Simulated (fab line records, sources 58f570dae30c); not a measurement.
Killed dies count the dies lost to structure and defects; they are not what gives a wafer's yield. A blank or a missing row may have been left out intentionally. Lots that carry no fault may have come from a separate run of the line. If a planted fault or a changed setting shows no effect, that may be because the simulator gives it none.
Which tool did it?	flow berkeley-cmos170	14 lots with 42 wafers sampled at 6 steps, on a route of 331 steps

== WHAT THE GAUGES READ, wafer by wafer ==
UCB170_NVT_TW_MEAS_09. Usual: for NVT_TW the level is 522 and the standard deviation is 4.6.
lot	measured	on	NVT_TW	flag
L872	day 6 09:20	film-metro-03	524 525 525	
L873	day 6 19:32	film-metro-04	522 525 519	
L875	day 7 07:58	film-metro-02	523 521 521	
L876	day 7 07:47	film-metro-03	531 527 528	
L877	day 7 08:03	film-metro-04	518 517 514	
L878	day 7 19:21	film-metro-03	530 530 530	
L879	day 7 19:10	film-metro-04	512 517 517	
L880	day 8 07:27	film-metro-02	522 520 523	
L882	day 8 19:02	film-metro-04	519 519 516	
L883	day 8 18:28	film-metro-03	521 517 522	
L886	day 9 04:31	film-metro-02	523 522 522	
L891	day 10 08:13	film-metro-04	517 517 517	
L894	day 10 15:47	film-metro-02	521 522 522	
L893	day 10 15:23	film-metro-03	526 531 527	

UCB170_PLDD_TW_MEAS_11. Usual: for PLDD_TW the level is 1011 and the standard deviation is 6.2.
lot	measured	on	PLDD_TW	flag
L872	day 7 05:20	film-metro-02	1015 1012 1013	
L873	day 7 15:47	film-metro-04	1007 1002 1001	
L875	day 8 07:24	film-metro-01	1014 1013 1018	
L876	day 8 07:39	film-metro-01	1017 1013 1018	
L877	day 8 07:06	film-metro-02	1019 1015 1016	
L878	day 8 15:37	film-metro-04	1001 1003 1003	
L879	day 8 15:22	film-metro-01	1015 1016 1018	
L880	day 9 05:34	film-metro-02	1017 1007 1010	
L882	day 9 19:06	film-metro-02	1014 1010 1011	
L883	day 9 19:17	film-metro-02	1010 1018 1006	
L886	day 10 01:38	film-metro-02	1009 1014 1007	
L891	day 11 03:17	film-metro-02	980 973 981	OFF
L894	day 11 09:55	film-metro-02	1016 1016 1016	
L893	day 11 09:40	film-metro-01	987 985 986	OFF

UCB170_SDANNEAL_RS_MEAS_04: measurement is done with a four-point probe. Usual: for PLDD_RS the level is 1030.0 ohm/sq and the standard deviation is 2.9.
lot	measured	on	PLDD_RS (ohm/sq)	flag
L872	day 7 19:16	film-metro-02	1029.2 1032.8 1028.1	
L873	day 8 06:04	film-metro-01	1028.1 1027.2 1032.2	
L875	day 8 22:14	film-metro-02	1034.6 1034.2 1033.9	
L876	day 8 21:38	film-metro-04	1026.6 1028.4 1027.6	
L877	day 8 21:56	film-metro-01	1030.7 1030.7 1031.7	
L878	day 9 05:04	film-metro-02	1033.6 1034.9 1033.5	
L879	day 9 04:51	film-metro-04	1029.9 1029.4 1029.7	
L880	day 9 21:14	film-metro-02	1032.5 1037.1 1035.4	
L882	day 10 08:28	film-metro-01	1027.9 1031.3 1028.2	
L883	day 10 08:41	film-metro-02	1027.4 1029.0 1030.5	
L886	day 10 17:33	film-metro-04	1026.3 1025.6 1025.8	
L891	day 11 16:17	film-metro-01	1133.0 1131.9 1133.5	OFF
L894	day 11 23:18	film-metro-04	1027.4 1026.0 1027.1	
L893	day 11 23:46	film-metro-01	1123.5 1128.4 1124.8	OFF

UCB170_M3_CD_MEAS_15 targets a cd of 700 nm. Usual: 700.0 nm for cd-nm, sd 1.6.
lot	measured	on	cd-nm (nm)	flag
L872	day 8 15:36	cd-sem-01	700.2 700.8 701.1	
L873	day 9 01:56	cd-sem-01	697.8 697.5 698.4	
L875	day 9 23:07	cd-sem-01	698.2 699.0 698.3	
L876	day 9 22:11	cd-sem-01	698.0 700.7 698.2	
L877	day 9 23:41	cd-sem-02	701.4 700.1 699.7	
L878	day 10 06:17	cd-sem-02	700.9 701.7 702.1	
L879	day 10 04:08	cd-sem-01	703.6 702.2 702.6	
L880	day 10 17:14	cd-sem-02	701.9 699.7 701.2	
L882	day 11 04:00	cd-sem-02	700.6 700.8 701.5	
L883	day 11 07:14	cd-sem-02	701.1 701.1 699.5	
L886	day 11 15:59	cd-sem-02	699.2 697.6 698.8	
L891	day 12 17:14	cd-sem-02	698.2 698.6 697.9	
L894	day 12 21:29	cd-sem-01	699.3 699.6 700.3	
L893	day 13 03:23	cd-sem-01	703.0 702.2 701.6	

== WHAT TOOL EACH LOT RAN ON (gives the tool, then ch and the chambers of the sampled wafers, and finally the start) ==
lot	UCB170_NWELL_ETCH_13	UCB170_PLDD_IMPLANT_09
L872	rie-diel-01 ch 0,3, day 2 08:50	implanter-02 ch 0, day 7 05:07
L873	rie-diel-01 ch 2,3, day 2 15:37	implanter-02 ch 0, day 7 15:34
L875	rie-diel-01 ch 1,2, day 3 02:14	implanter-01 ch 0, day 8 07:11
L876	rie-diel-01 ch 1,2,3, day 3 02:31	implanter-04 ch 0, day 8 07:24
L877	rie-diel-04 ch 0,2,3, day 3 12:07	implanter-02 ch 0, day 8 06:51
L878	rie-diel-03 ch 0,1,2, day 3 18:50	implanter-01 ch 0, day 8 15:22
L879	rie-diel-01 ch 0,1,2, day 3 19:04	implanter-04 ch 0, day 8 15:07
L880	rie-diel-03 ch 1,2,3, day 4 03:57	implanter-02 ch 0, day 9 05:20
L882	rie-diel-03 ch 0,2,3, day 4 14:14	implanter-04 ch 0, day 9 18:52
L883	rie-diel-04 ch 2,3, day 5 00:59	implanter-01 ch 0, day 9 18:59
L886	rie-diel-04 ch 1,3, day 5 10:08	implanter-01 ch 0, day 10 01:23
L891	rie-diel-01 ch 0,3, day 6 10:42	implanter-02 ch 0, day 11 03:00
L894	rie-diel-03 ch 0,3, day 7 01:16	implanter-04 ch 0, day 11 09:41
L893	rie-diel-01 ch 0,2,3, day 7 01:32	implanter-02 ch 0, day 11 09:25
- UCB170_NWELL_ETCH_13: etches Si3N4 in CH3F/Ar/O2, stops on SiO2, target depth 246.4 nm, time 154 s.
- UCB170_PLDD_IMPLANT_09

== WHAT THE TOOLS THEMSELVES READ (means of the sampled wafers that have a number; where no wafer has one, the mark that the record gives instead) ==
UCB170_NWELL_ETCH_13. Usual: CH3F_flow_sccm 20.00 sccm, standard deviation 0.061; drypump-motor-current-A 5.7 A, standard deviation 0.54; oes-product-au 0.946 a.u., standard deviation 0.012; throttle-valve-pct 8.10 %, standard deviation 0.085.
lot	tool	CH3F_flow_sccm (sccm)	drypump-motor-current-A (A)	oes-product-au (a.u.)	throttle-valve-pct (%)	flag
L872	rie-diel-01	20.05	6.3	0.949	8.12	
L873	rie-diel-01	19.99	5.9	0.948	8.07	
L875	rie-diel-01	20.03	5.0	0.943	8.08	
L876	rie-diel-01	20.01	5.5	0.936	8.08	
L877	rie-diel-04	20.00	5.5	0.957	8.07	
L878	rie-diel-03	19.98	5.8	0.941	8.12	
L879	rie-diel-01	20.02	5.5	0.944	8.14	
L880	rie-diel-03	20.01	5.9	0.947	8.11	
L882	rie-diel-03	20.03	6.1	0.942	8.07	
L883	rie-diel-04	19.97	5.3	0.954	8.15	
L886	rie-diel-04	19.97	5.9	0.969	8.04	
L891	rie-diel-01	19.98	6.4	0.943	8.19	
L894	rie-diel-03	19.96	6.2	0.941	8.02	
L893	rie-diel-01	20.03	5.9	0.947	8.14	

UCB170_PLDD_IMPLANT_09. Usual: dose-ions-cm2 5e+13, standard deviation 5.8e+10; faraday-current-uA 158, standard deviation 3.1; rotation-deg 180.00 degrees, standard deviation 0.044.
lot	tool	dose-ions-cm2	faraday-current-uA	rotation-deg (degrees)	flag
L872	implanter-02	5e+13	156	179.99	
L873	implanter-02	5e+13	156	179.99	
L875	implanter-01	5e+13	160	180.00	
L876	implanter-04	5e+13	157	180.02	
L877	implanter-02	5e+13	162	179.99	
L878	implanter-01	5e+13	163	179.99	
L879	implanter-04	5e+13	158	180.05	
L880	implanter-02	5e+13	159	179.99	
L882	implanter-04	5e+13	158	180.01	
L883	implanter-01	5e+13	158	180.02	
L886	implanter-01	5e+13	158	179.96	
L891	implanter-02	4e+13	124	179.99	OFF
L894	implanter-04	5e+13	159	180.08	
L893	implanter-02	4e+13	125	180.03	OFF

== THE ANSWER, worked out from the rows above alone ==
Rule: lot off if the mean of its wafers having a number is beyond 3 standard deviations from the usual mean. A lot without any number at a reading at which 4 lots or more have one is off too. Where the step has rows for the other lots, those lots are counted as sound. Order of review: gauges by route order, followed by the tools' own readings, for which a lot's mean as printed above is used. At the first step where some lot is off, the reading lying furthest off is the one used; lots without a number count as furthest.
Off: L891, L893, at UCB170_PLDD_TW_MEAS_11 (PLDD_TW).
A tool fits if, at a process step before that reading, it ran every lot that is off, and no sound lot after the first of them. The gauges at UCB170_PLDD_TW_MEAS_11 aren't tried: what is off there is off at UCB170_PLDD_IMPLANT_09 too, on other tools, and a gauge's error can't cause that. Can't be told from this: 2 tools fit, rie-diel-01 at UCB170_NWELL_ETCH_13, implanter-02 at UCB170_PLDD_IMPLANT_09.

== WHAT THE SIMULATOR HAD INSERTED ==
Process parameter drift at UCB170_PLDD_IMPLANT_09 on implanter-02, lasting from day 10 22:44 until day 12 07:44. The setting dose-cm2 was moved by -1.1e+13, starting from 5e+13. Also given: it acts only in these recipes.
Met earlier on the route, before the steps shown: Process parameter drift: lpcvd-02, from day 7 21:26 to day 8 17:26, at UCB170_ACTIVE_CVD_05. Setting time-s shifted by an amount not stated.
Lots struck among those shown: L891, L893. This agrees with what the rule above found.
